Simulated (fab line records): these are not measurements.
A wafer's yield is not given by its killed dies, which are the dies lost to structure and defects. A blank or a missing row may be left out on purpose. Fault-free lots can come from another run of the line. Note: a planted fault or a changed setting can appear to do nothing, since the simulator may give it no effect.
Lot-split experiment	flow berkeley cmos170	on a route of 331 steps: 5 lots, 23 wafers read

## ON THE SPLIT
At UCB170_SILICIDE_SPUTTER_01 (material Ti, target thk 30 nm, time 25 s), the setting time s was moved away from the recipe's 25 s on 8 of the 23 wafers read, by -7.0% to +14.7%. All remaining wafers had this setting at the recipe value.

## THE PATH FROM SPLIT TO READING: the file shows 1 step between them
- UCB170_SILICIDE_RS_MEAS_02: measures by four-point-probe

## THE READING
SILICIDE_TI_THK, in nm, at UCB170_SILICIDE_THK_MEAS_03 (measures by xrf). Fault-free wafers of this fab line usually give 30.4 nm, standard deviation 0.36 nm.

wafer	tool, chamber at the split	time s as run, s	against the recipe	SILICIDE_TI_THK, nm	against lot-mates on the recipe
L076.1	pvd sputter-03, -	25	recipe	30.4	-
L076.2	pvd sputter-03, -	25	recipe	30.5	-
L076.6	pvd sputter-03, -	25	recipe	30.8	-
L075.1	pvd sputter-04, -	28.67	+14.7%	34.9	+4.6
L075.2	pvd sputter-04, -	28.67	+14.7%	34.7	+4.4
L075.3	pvd sputter-04, -	25	recipe	30.5	-
L075.4	pvd sputter-04, -	28.67	+14.7%	34.4	+4.1
L075.5	pvd sputter-04, -	25	recipe	30.1	-
L077.1	pvd sputter-03, -	25	recipe	31.1	-
L077.2	pvd sputter-03, -	23.43	-6.3%	28.5	-2.4
L077.3	pvd sputter-03, -	25	recipe	30.8	-
L077.4	pvd sputter-03, -	25	recipe	30.8	-
L077.5	pvd sputter-03, -	23.43	-6.3%	28.9	-2.0
L080.1	pvd sputter-03, -	25	recipe	29.7	-
L080.2	pvd sputter-03, -	23.26	-7.0%	28.4	-1.6
L080.3	pvd sputter-03, -	23.26	-7.0%	28.7	-1.3
L080.5	pvd sputter-03, -	25	recipe	30.3	-
L080.6	pvd sputter-03, -	23.26	-7.0%	28.1	-1.9
L082.1	pvd sputter-03, -	25	recipe	30.5	-
L082.3	pvd sputter-03, -	25	recipe	30.4	-
L082.4	pvd sputter-03, -	25	recipe	30.1	-
L082.5	pvd sputter-03, -	25	recipe	30.7	-
L082.6	pvd sputter-03, -	25	recipe	30.3	-

THE FIT
A straight line over all 23 wafers: SILICIDE_TI_THK changes by +0.288 nm for each +1% of time s; r = +0.99; the points scatter about the line by 0.32 nm.
The same after taking each lot's own level away (the mean of its wafers on the recipe; 23 wafers): +0.291 nm for each +1%; r = +0.99; scatter 0.29 nm.
On that fit, the largest move of time s shifts the reading by 4.3 nm.
Measured against the standard deviation above, the lots' own levels, which go from 30.00 to 30.90 nm, span 2.5 times it.
So the lot-to-lot level changes the slope little: the two slopes agree.
Check: +4.19 nm against its lot-mates is what the line predicts for one of the wafers moved furthest among these (+14.7%) when that wafer is left out of the fit. Against them it came out at +4.6 nm.

## OTHER SPLITS ON THESE WAFERS
Before the reading, these wafers also passed through other splits. Each is held against what the fit with the lots' levels taken away leaves over:
other split on the same wafers	wafers away from the commonest value	r with SILICIDE_TI_THK (lot level and that fit taken away)
UCB170_NSD_COAT_01 spin rpm	8	-0.22

## THE WHOLE CHAIN: every reading that the file lists as answering this split, in the file's order
step	what it does	reading	change (the file's fit)	r (the file's)
UCB170_SILICIDE_SPUTTER_01	material Ti, target thk 30 nm, time 25 s	Ti_of_SILICIDE_SPUTTER_01.thk nm (the simulator's own value, which no gauge read)	+0.292 nm for each +1% of the setting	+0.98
UCB170_SILICIDE_RS_MEAS_02	measures by four-point-probe	SILICIDE_TI_RS	-0.271 for each +1% of the setting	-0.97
UCB170_SILICIDE_THK_MEAS_03	measures by xrf	SILICIDE_TI_THK	+0.295 for each +1% of the setting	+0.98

## FILE'S OWN FIT
SILICIDE_TI_THK changes by +0.295 nm for each +1% of time s, r = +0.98.
